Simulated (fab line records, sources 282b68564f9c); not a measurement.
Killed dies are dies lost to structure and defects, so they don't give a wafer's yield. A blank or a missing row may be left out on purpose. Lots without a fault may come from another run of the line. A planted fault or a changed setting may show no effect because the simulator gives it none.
Which tool did it? | flow rit_cmos | 11 lots, 33 wafers sampled, at 3 steps of a route of 202

WHAT THE GAUGES READ, wafer by wafer
RIT_ACTIVE_THK_MEAS_02. Usual: ACTIVE_OXIDE_THK 51.3 nm, standard deviation 0.77.
lot  | measured    | on            | ACTIVE_OXIDE_THK (nm) | flag
L919 | day 1 12:03 | film_metro-01 | 52.2 51.9 51.2        |
L920 | day 1 18:13 | film_metro-04 | 50.2 50.4 50.6        |
L921 | day 1 22:04 | film_metro-01 | 50.7 51.1 50.9        |
L922 | day 2 03:04 | film_metro-04 | 51.7 52.0 51.8        |
L923 | day 2 09:31 | film_metro-01 | 50.6 51.6 51.6        |
L930 | day 3 19:03 | film_metro-01 | 52.1 51.6 51.7        |
L931 | day 4 00:05 | film_metro-04 | 52.1 51.6 50.9        |
L937 | day 5 07:55 | film_metro-04 | 51.2 51.0 50.7        |
L939 | day 5 16:19 | film_metro-01 | 50.3 50.2 50.2        |
L940 | day 5 22:16 | film_metro-03 | 50.9 51.0 51.1        |
L941 | day 6 02:55 | film_metro-04 | 51.9 51.8 51.6        |

RIT_SDANNEAL_RS_MEAS_05: measures by four-point-probe. Usual: NSD_RS 83.5 ohm/sq, standard deviation 0.36.
lot  | measured    | on            | NSD_RS (ohm/sq) | flag
L919 | day 3 03:54 | film_metro-01 | 82.8 83.0 83.0  |
L920 | day 3 10:43 | film_metro-03 | 83.1 83.3 83.5  |
L921 | day 3 13:20 | film_metro-01 | 83.8 83.6 83.4  |
L922 | day 3 20:56 | film_metro-03 | 83.1 83.3 83.1  |
L923 | day 4 02:29 | film_metro-04 | 83.9 84.2 84.0  |
L930 | day 5 15:28 | film_metro-01 | 83.8 83.7 83.7  |
L931 | day 6 04:26 | film_metro-04 | 83.7 83.9 83.7  |
L937 | day 7 00:16 | film_metro-01 | 83.7 83.9 83.4  |
L939 | day 7 09:34 | film_metro-04 | 83.2 83.2 83.1  |
L940 | day 7 12:49 | film_metro-01 | 83.4 83.4 83.7  |
L941 | day 7 20:19 | film_metro-03 | 83.3 83.3 83.0  |

WHICH TOOL RAN EACH LOT (tool, then ch and the chambers of the sampled wafers, then the start)
lot  | RIT_NRETRO_STRIP_09
L919 | plasma_asher-04 ch 1, day 2 08:24
L920 | plasma_asher-04 ch 0,1, day 2 12:32
L921 | plasma_asher-02 ch 0,1, day 2 16:17
L922 | plasma_asher-03 ch 0,1, day 2 22:22
L923 | plasma_asher-02 ch 0,1, day 3 05:09
L930 | plasma_asher-03 ch 0,1, day 4 15:50
L931 | plasma_asher-03 ch 0,1, day 5 04:29
L937 | plasma_asher-02 ch 0,1, day 6 02:32
L939 | plasma_asher-02 ch 0,1, day 6 13:32
L940 | plasma_asher-02 ch 0, day 6 16:34
L941 | plasma_asher-04 ch 0,1, day 6 21:21
- RIT_NRETRO_STRIP_09: strips in O2, time 180 s.

WHAT THE TOOLS THEMSELVES READ (means of the sampled wafers that have a number; where no wafer has one, the mark that the record gives instead)
RIT_NRETRO_STRIP_09. Usual: drypump_motor_current_A 5.9 A, standard deviation 0.31; rf_refl_power_W 6.0 W, standard deviation 1.2.
lot  | tool            | drypump_motor_current_A (A) | rf_refl_power_W (W) | flag
L919 | plasma_asher-04 | 5.3                         | 4.9                 |
L920 | plasma_asher-04 | 5.6                         | 5.6                 |
L921 | plasma_asher-02 | 5.7                         | 4.8                 |
L922 | plasma_asher-03 | 6.2                         | 6.8                 |
L923 | plasma_asher-02 | 5.6                         | 4.5                 |
L930 | plasma_asher-03 | 6.1                         | 6.9                 |
L931 | plasma_asher-03 | 6.1                         | 6.9                 |
L937 | plasma_asher-02 | 5.6                         | 4.9                 |
L939 | plasma_asher-02 | 5.6                         | 4.8                 |
L940 | plasma_asher-02 | 5.7                         | 4.0                 |
L941 | plasma_asher-04 | 5.8                         | 6.2                 |

THE ANSWER, worked out from the rows above alone
Rule: a lot is off if the mean of its wafers that have a number lies more than 3 standard deviations from the usual mean. A lot without any number at a reading at which 4 lots or more have one is off too. The other lots that the step has rows for count as sound. The gauges are gone through in route order, then the tools' own readings, and for those a lot's mean is taken as printed above. The first step at which some lot is off is used, and at that step the reading that is off furthest; a lot without a number counts as furthest.
No lot is off at any reading shown: from this, nothing can be told.

WHAT THE SIMULATOR HAD PUT IN
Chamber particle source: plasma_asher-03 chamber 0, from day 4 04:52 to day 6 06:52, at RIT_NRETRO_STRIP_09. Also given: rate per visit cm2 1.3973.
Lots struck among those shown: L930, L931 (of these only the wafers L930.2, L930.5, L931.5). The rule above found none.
